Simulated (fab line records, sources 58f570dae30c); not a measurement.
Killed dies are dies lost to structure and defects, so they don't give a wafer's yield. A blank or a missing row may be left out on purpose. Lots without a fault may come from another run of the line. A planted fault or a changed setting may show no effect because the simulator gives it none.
fab line records | flow berkeley_cmos170
record lots=14 wafers=42 last_day=12
route steps=331 shown NLDD@166 PSD@206 SILICIDE@213 V1@257
lots that met no fault: from a run of the same line without faults
start_h: hours from the record's first day to the start of the lot's first wafer shown | wait_h: hours since the lot's step before | " the same as in the row above | L1.1+2: a row that stands for several wafers | - no value, or no start given | * or withheld: withheld | < > ~ a bound
route shown NAME@n: a module of which the file shows steps, and the number in the route of the first | usual: mean/standard deviation of fault-free wafers | same: alike in all rows | chamber/n: place in a boat | sites: the reading at each site | _std_site: their standard deviation | _edge_site: outer sites' mean less inner sites' | radius_mm: how far each site lies from the wafer's centre | mask NAME#n: copy n | behind: the tool/chamber that last shaped the wafer | hold: why the lot was held/for how many hours/how that ended | device: the transistor (n, p or np) that didn't switch | end of line: the same wafers' tests at the end of the route | a step without rows: its recipe alone | killed: dies lost to structure and defects at the first sort, not the wafer's yield | map: a wafer's dies, x killed, . not, _ none there
set.NAME: the setting as run; set.NAME@STEP: as run at that earlier step | model.NAME: the simulator's own value behind a step, which no gauge read
steps of the route over a sample of lots; a table a step, a row a wafer
services: from which hour (start_h, from the record's first day; less than 0 if before it) a tool's chamber was out of use, for how many hours, and why
## steps
# step UCB170_NLDD_IMPLANT_08
# recipe species=As dose_cm2=5e+13 energy_kev=30 tilt_deg=7 rotation_deg=0
# usual dose_ions_cm2=5.001e+13/5.7e+10 faraday_current_uA=159/3.2
# columns lot.wafer tool chamber start_h wait_h dose_ions_cm2 faraday_current_uA
L226.2 implanter-02 0 166.78 0.0 4.995e+13 160
L226.3 " 0 " " 5e+13 157
L226.6 " 0 " " 5.01e+13 156
L229.1 implanter-03 0 176.27 0.0 5.003e+13 157
L229.2 " 0 " " 5.001e+13 162
L229.3 " 0 " " 4.993e+13 155
L230.1 implanter-04 0 176.54 0.1 4.997e+13 155
L230.2 " 0 " " 5.009e+13 163
L230.5 " 0 " " 5e+13 160
L228.2 implanter-04 0 183.14 0.0 5e+13 152
L228.3 " 0 " " 4.998e+13 156
L228.5 " 0 " " 4.994e+13 160
L232.1 implanter-03 0 183.30 0.0 4.996e+13 159
L232.2 " 0 " " 5.012e+13 159
L232.3 " 0 " " 5.005e+13 164
L231.3 implanter-04 0 184.59 0.1 5.004e+13 161
L231.4 " 0 " " 4.994e+13 162
L231.5 " 0 " " 5.002e+13 156
L233.1 implanter-03 0 195.51 0.0 4.999e+13 157
L233.3 " 0 " " 5e+13 154
L233.5 " 0 " " 5.003e+13 154
L234.4 implanter-04 0 195.90 0.1 4.994e+13 157
L234.5 " 0 " " 5.01e+13 166
L234.6 " 0 " " 5e+13 160
L237.1 implanter-03 0 210.95 0.0 4.389e+13 140
L237.3 " 0 " " 4.4e+13 140
L237.6 " 0 " " 4.408e+13 141
L241.1 implanter-03 0 241.17 0.0 4.398e+13 143
L241.3 " 0 " " 4.393e+13 134
L241.5 " 0 " " 4.398e+13 138
L244.1 implanter-04 0 241.45 0.0 5.002e+13 157
L244.3 " 0 " " 4.997e+13 159
L244.5 " 0 " " 5.001e+13 163
L240.2 implanter-02 0 241.59 0.0 5.002e+13 155
L240.4 " 0 " " 5.004e+13 152
L240.5 " 0 " " 5.005e+13 155
L247.2 implanter-04 0 256.11 0.0 5.002e+13 155
L247.3 " 0 " " 4.999e+13 160
L247.5 " 0 " " 5.003e+13 156
L245.2 implanter-02 0 256.80 0.0 5.002e+13 154
L245.4 " 0 " " 4.998e+13 164
L245.5 " 0 " " 5.005e+13 159
# step UCB170_SDANNEAL_RS_MEAS_02
# recipe thk_meas_gauge=four-point-probe
# usual PSD_RS=76.5/0.37
# columns lot.wafer tool chamber start_h wait_h PSD_RS[ohm/sq]
L226.2 film_metro-04 - 179.79 0.1 76.9
L226.3 " - " " 76.6
L226.6 " - " " 76.7
L230.1 film_metro-01 - 188.19 0.0 75.9
L230.2 " - " " 76.2
L230.5 " - " " 75.9
L229.1 film_metro-04 - 188.36 0.0 76.5
L229.2 " - " " 76.7
L229.3 " - " " 76.7
L228.2 film_metro-01 - 194.78 0.1 76.2
L228.3 " - " " 76.3
L228.5 " - " " 76.4
L232.1 film_metro-01 - 195.73 0.1 76.0
L232.2 " - " " 76.2
L232.3 " - " " 76.3
L231.3 film_metro-01 - 196.38 0.2 76.8
L231.4 " - " " 76.9
L231.5 " - " " 76.9
L233.1 film_metro-04 - 210.46 0.1 76.2
L233.3 " - " " 76.2
L233.5 " - " " 76.2
L234.4 film_metro-01 - 211.45 0.1 76.9
L234.5 " - " " 76.6
L234.6 " - " " 76.9
L237.1 film_metro-04 - 221.42 0.1 76.8
L237.3 " - " " 76.8
L237.6 " - " " 77.0
L241.1 film_metro-03 - 251.72 0.0 76.6
L241.3 " - " " 76.5
L241.5 " - " " 76.5
L244.1 film_metro-01 - 251.91 0.0 76.0
L244.3 " - " " 75.9
L244.5 " - " " 75.8
L240.2 film_metro-04 - 252.22 0.1 76.8
L240.4 " - " " 76.7
L240.5 " - " " 76.8
L245.2 film_metro-04 - 268.38 0.1 76.8
L245.4 " - " " 76.4
L245.5 " - " " 76.6
L247.2 film_metro-01 - 268.90 0.1 76.4
L247.3 " - " " 76.3
L247.5 " - " " 76.2
# step UCB170_SDANNEAL_RS_MEAS_05
# recipe thk_meas_gauge=four-point-probe
# usual NLDD_RS=616.2/1.3
# columns lot.wafer tool chamber start_h wait_h NLDD_RS[ohm/sq]
L226.2 film_metro-04 - 180.15 0.1 616.9
L226.3 " - " " 616.5
L226.6 " - " " 615.9
L230.1 film_metro-01 - 188.55 0.1 616.0
L230.2 " - " " 616.7
L230.5 " - " " 612.9
L229.1 film_metro-04 - 188.72 0.1 615.3
L229.2 " - " " 615.0
L229.3 " - " " 615.0
L228.2 film_metro-01 - 195.14 0.1 616.5
L228.3 " - " " 616.5
L228.5 " - " " 615.6
L232.1 film_metro-01 - 196.09 0.1 618.1
L232.2 " - " " 616.2
L232.3 " - " " 618.0
L231.3 film_metro-01 - 196.74 0.1 615.3
L231.4 " - " " 617.7
L231.5 " - " " 616.9
L233.1 film_metro-04 - 210.82 0.1 617.8
L233.3 " - " " 616.8
L233.5 " - " " 616.2
L234.4 film_metro-01 - 211.81 0.1 617.1
L234.5 " - " " 616.0
L234.6 " - " " 617.6
L237.1 film_metro-04 - 221.78 0.1 641.3
L237.3 " - " " 641.2
L237.6 " - " " 641.0
L241.1 film_metro-03 - 252.08 0.1 644.4
L241.3 " - " " 645.6
L241.5 " - " " 645.2
L244.1 film_metro-01 - 252.27 0.1 615.6
L244.3 " - " " 615.9
L244.5 " - " " 614.9
L240.2 film_metro-04 - 252.58 0.1 617.8
L240.4 " - " " 616.5
L240.5 " - " " 616.5
L245.2 film_metro-04 - 268.74 0.1 618.3
L245.4 " - " " 616.9
L245.5 " - " " 615.9
L247.2 film_metro-01 - 269.26 0.1 613.9
L247.3 " - " " 616.0
L247.5 " - " " 616.6
# step UCB170_SILICIDE_THK_MEAS_03
# recipe thk_meas_gauge=xrf reads=Ti_of_SILICIDE_SPUTTER_01
# usual SILICIDE_TI_THK=29.7/0.33
# columns lot.wafer tool chamber start_h wait_h SILICIDE_TI_THK[nm]
L226.2 film_metro-02 - 180.48 0.1 29.9
L226.3 " - " " 29.7
L226.6 " - " " 30.2
L230.1 film_metro-02 - 188.88 0.1 29.6
L230.2 " - " " 29.6
L230.5 " - " " 29.6
L229.1 film_metro-04 - 189.06 0.1 29.7
L229.2 " - " " 29.7
L229.3 " - " " 29.9
L228.2 film_metro-02 - 195.46 0.1 28.7
L228.3 " - " " 29.5
L228.5 " - " " 29.2
L232.1 film_metro-02 - 196.43 0.1 29.9
L232.2 " - " " 29.7
L232.3 " - " " 30.1
L231.3 film_metro-02 - 197.06 0.1 29.7
L231.4 " - " " 30.0
L231.5 " - " " 30.0
L233.1 film_metro-04 - 211.18 0.1 29.5
L233.3 " - " " 30.1
L233.5 " - " " 30.1
L234.4 film_metro-02 - 212.12 0.1 29.5
L234.5 " - " " 29.7
L234.6 " - " " 29.7
L237.1 film_metro-04 - 222.12 0.1 30.0
L237.3 " - " " 29.2
L237.6 " - " " 30.0
L241.1 film_metro-02 - 252.42 0.1 29.8
L241.3 " - " " 29.7
L241.5 " - " " 29.7
L244.1 film_metro-03 - 252.60 0.1 30.1
L244.3 " - " " 30.2
L244.5 " - " " 30.2
L240.2 film_metro-02 - 252.91 0.1 29.9
L240.4 " - " " 29.6
L240.5 " - " " 29.7
L245.2 film_metro-02 - 269.07 0.1 29.5
L245.4 " - " " 29.4
L245.5 " - " " 29.1
L247.2 film_metro-03 - 269.59 0.1 30.1
L247.3 " - " " 29.5
L247.5 " - " " 29.7
# step UCB170_V1_BOW_MEAS_03
# recipe mode=bow
# usual V1_BOW=18/6.2
# columns lot.wafer tool chamber start_h wait_h V1_BOW[um]
L226.2 film_metro-01 - 191.81 0.3 21
L226.3 " - " " 22
L226.6 " - " " 24
L229.1 film_metro-02 - 199.73 0.2 9
L229.2 " - " " 14
L229.3 " - " " 16
L230.1 film_metro-01 - 201.06 0.2 18
L230.2 " - " " 21
L230.5 " - " " 18
L228.2 film_metro-01 - 206.76 0.1 16
L228.3 " - " " 18
L228.5 " - " " 20
L232.1 film_metro-02 - 208.07 0.2 19
L232.2 " - " " 22
L232.3 " - " " 25
L231.3 film_metro-01 - 209.45 0.2 21
L231.4 " - " " 27
L231.5 " - " " 18
L233.1 film_metro-01 - 220.40 0.2 20
L233.3 " - " " 17
L233.5 " - " " 18
L234.4 film_metro-02 - 223.91 0.3 23
L234.5 " - " " 22
L234.6 " - " " 30
L237.1 film_metro-03 - 234.54 0.2 8
L237.3 " - " " 30
L237.6 " - " " 26
L241.1 film_metro-01 - 261.67 0.2 13
L241.3 " - " " 10
L241.5 " - " " 13
L244.1 film_metro-01 - 263.01 0.1 13
L244.3 " - " " 19
L244.5 " - " " 19
L240.2 film_metro-03 - 263.33 0.3 15
L240.4 " - " " 23
L240.5 " - " " 20
L245.2 film_metro-02 - 281.98 0.1 22
L245.4 " - " " 14
L245.5 " - " " 15
L247.2 film_metro-01 - 282.28 0.1 13
L247.3 " - " " 6
L247.5 " - " " 17
## services
# columns tool chamber start_h hours kind
implanter-04 - 159.64 4.0 repair
implanter-04 - 171.48 3.4 repair
implanter-02 - 171.73 14.9 pm
implanter-04 - 233.08 3.2 repair
## key
first_sign step=UCB170_NLDD_IMPLANT_08 reading=dose_ions_cm2 direction=down sigmas=99+ usual=5.001e+13 struck=4.398e+13
effect step=UCB170_NLDD_IMPLANT_08 reading=faraday_current_uA direction=down sigmas=6.1 usual=159 struck=139
effect step=UCB170_SDANNEAL_RS_MEAS_05 reading=NLDD_RS direction=up sigmas=20 usual=616.2 struck=643.1
met_at UCB170_NLDD_IMPLANT_08
struck_lots L237,L241
tester_left_out L237,L241
not_acting_at UCB170_SDANNEAL_RS_MEAS_02,UCB170_SILICIDE_THK_MEAS_03,UCB170_V1_BOW_MEAS_03
onset_between 195.51 210.95
fault kind=process_parameter_drift tool=implanter-03 chamber=- onset_h=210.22 steps=UCB170_NLDD_IMPLANT_08 channel=dose_cm2 offset=-6e+12 shape=step end_h=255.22 acts_in=these_recipes_only stated=5e+13
# tester_left_out: of these lots the tester's yield and bins aren't shown, on N5 and GAA mostly nor the transistor test; their killed dies are dies lost to structure and defects alone, not to doping, threshold or leakage, so they don't give the yield
